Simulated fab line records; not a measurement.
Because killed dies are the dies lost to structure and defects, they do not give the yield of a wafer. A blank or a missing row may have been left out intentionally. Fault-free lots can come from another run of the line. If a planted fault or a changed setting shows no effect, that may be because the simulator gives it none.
Split-lot study | flow berkeley_cmos170 | route with 331 steps; 5 lots, 23 wafers read

== ON THE SPLIT ==
At UCB170_ACTIVE_PEB_11, the setting peb_temp_c was moved away from the recipe's 130 C on 4 of the 23 wafers read, by -2.5% to +1.2%. For the rest of the wafers, this setting stayed at what the recipe calls for.

== FROM THE SPLIT TO THE READING: what the file shows between them, 4 steps ==
- UCB170_ACTIVE_DEVELOP_12: develop time 45 s
- UCB170_ACTIVE_CD_MEAS_13: target cd 1200 nm
- UCB170_ACTIVE_ETCH_15: etches Si3N4 in CH3F/Ar/O2, stops on SiO2, target depth 242 nm, time 151 s
- UCB170_ACTIVE_STRIP_16: strips in O2

== THE READING ==
cd_nm at UCB170_ACTIVE_CD_MEAS_90, given in nm (cd target 1200 nm). Typical for fault-free wafers on this fab line: 1200.3 nm, with standard deviation 1 nm.

wafer  | tool, chamber at the split | peb_temp_c as run, C | against the recipe | cd_nm, nm | against lot-mates on the recipe
L075.1 | litho_track-01, 0          | 130                  | recipe             | 1198.7    | -
L075.2 | litho_track-01, 0          | 130                  | recipe             | 1199.3    | -
L075.3 | litho_track-01, 0          | 130                  | recipe             | 1201.1    | -
L075.4 | litho_track-01, 0          | 131.6                | +1.2%              | 1189.1    | -10.6
L075.5 | litho_track-01, 0          | 131.6                | +1.2%              | 1189.7    | -10.0
L079.2 | litho_track-03, 0          | 130                  | recipe             | 1198.5    | -
L079.3 | litho_track-03, 0          | 130                  | recipe             | 1199.8    | -
L079.4 | litho_track-03, 0          | 130                  | recipe             | 1200.4    | -
L079.5 | litho_track-03, 0          | 130                  | recipe             | 1199.1    | -
L079.6 | litho_track-03, 0          | 130                  | recipe             | 1200.4    | -
L082.1 | litho_track-03, 0          | 130                  | recipe             | 1199.8    | -
L082.2 | litho_track-03, 0          | 130                  | recipe             | 1199.5    | -
L082.4 | litho_track-03, 0          | 130                  | recipe             | 1198.3    | -
L082.5 | litho_track-03, 0          | 126.8                | -2.5%              | 1222.9    | +23.7
L082.6 | litho_track-03, 0          | 126.8                | -2.5%              | 1222.8    | +23.6
L083.1 | litho_track-02, 0          | 130                  | recipe             | 1200.6    | -
L083.2 | litho_track-02, 0          | 130                  | recipe             | 1200.1    | -
L083.3 | litho_track-02, 0          | 130                  | recipe             | 1199.3    | -
L083.4 | litho_track-02, 0          | 130                  | recipe             | 1199.5    | -
L083.6 | litho_track-02, 0          | 130                  | recipe             | 1198.4    | -
L084.1 | litho_track-03, 0          | 130                  | recipe             | 1200.5    | -
L084.2 | litho_track-03, 0          | 130                  | recipe             | 1200.2    | -
L084.5 | litho_track-03, 0          | 130                  | recipe             | 1200.9    | -

THE FIT
A straight line over all 23 wafers: cd_nm changes by -9.17 nm for each +1% of peb_temp_c; r = -0.99; the points scatter about the line by 0.86 nm.
The same after taking each lot's own level away (the mean of its wafers on the recipe; 23 wafers): -9.33 nm for each +1%; r = -0.99; scatter 0.8 nm.
That fit puts the effect of the largest move of peb_temp_c on the reading at 23 nm.
Measured against the standard deviation above, the lots' own levels, which go from 1199.20 to 1200.53 nm, span 1.3 times it.
Hence the lot-to-lot level has little effect on the slope; both slopes agree.
Check: +22.7 nm against its lot-mates is what the line predicts for one of the wafers moved furthest among these (-2.5%) when that wafer is left out of the fit. Against them it came out at +23.7 nm.

== THESE WAFERS: OTHER SPLITS ==
Before the reading, these wafers also passed through other splits. Each is held against what the fit with the lots' levels taken away leaves over:
other split on the same wafers   | wafers away from the commonest value | r with cd_nm (lot level and that fit taken away)
UCB170_NWELL_CVD_04 temp_c       | 10                                   | +0.18
UCB170_NWELL_IMPLANT_14 dose_cm2 | 12                                   | +0.18
UCB170_ACTIVE_COAT_08 spin_rpm   | 6                                    | -0.12

== THE WHOLE CHAIN: every reading that the file lists as answering this split, in the file's order ==
step                     | what it does                                                               | reading                                                       | change (the file's fit)              | r (the file's)
UCB170_ACTIVE_CD_MEAS_13 | target cd 1200 nm                                                          | cd_nm                                                         | -9.5 nm for each +1% of the setting  | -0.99
UCB170_ACTIVE_ETCH_15    | etches Si3N4 in CH3F/Ar/O2, stops on SiO2, target depth 242 nm, time 151 s | ACTIVE.cd_nm (the simulator's own value, which no gauge read) | -9.45 nm for each +1% of the setting | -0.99
UCB170_ACTIVE_CD_MEAS_90 | target cd 1200 nm                                                          | cd_nm                                                         | -9.37 nm for each +1% of the setting | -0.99

== FILE'S OWN FIT ==
cd_nm changes by -9.37 nm for each +1% of peb_temp_c, r = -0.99.
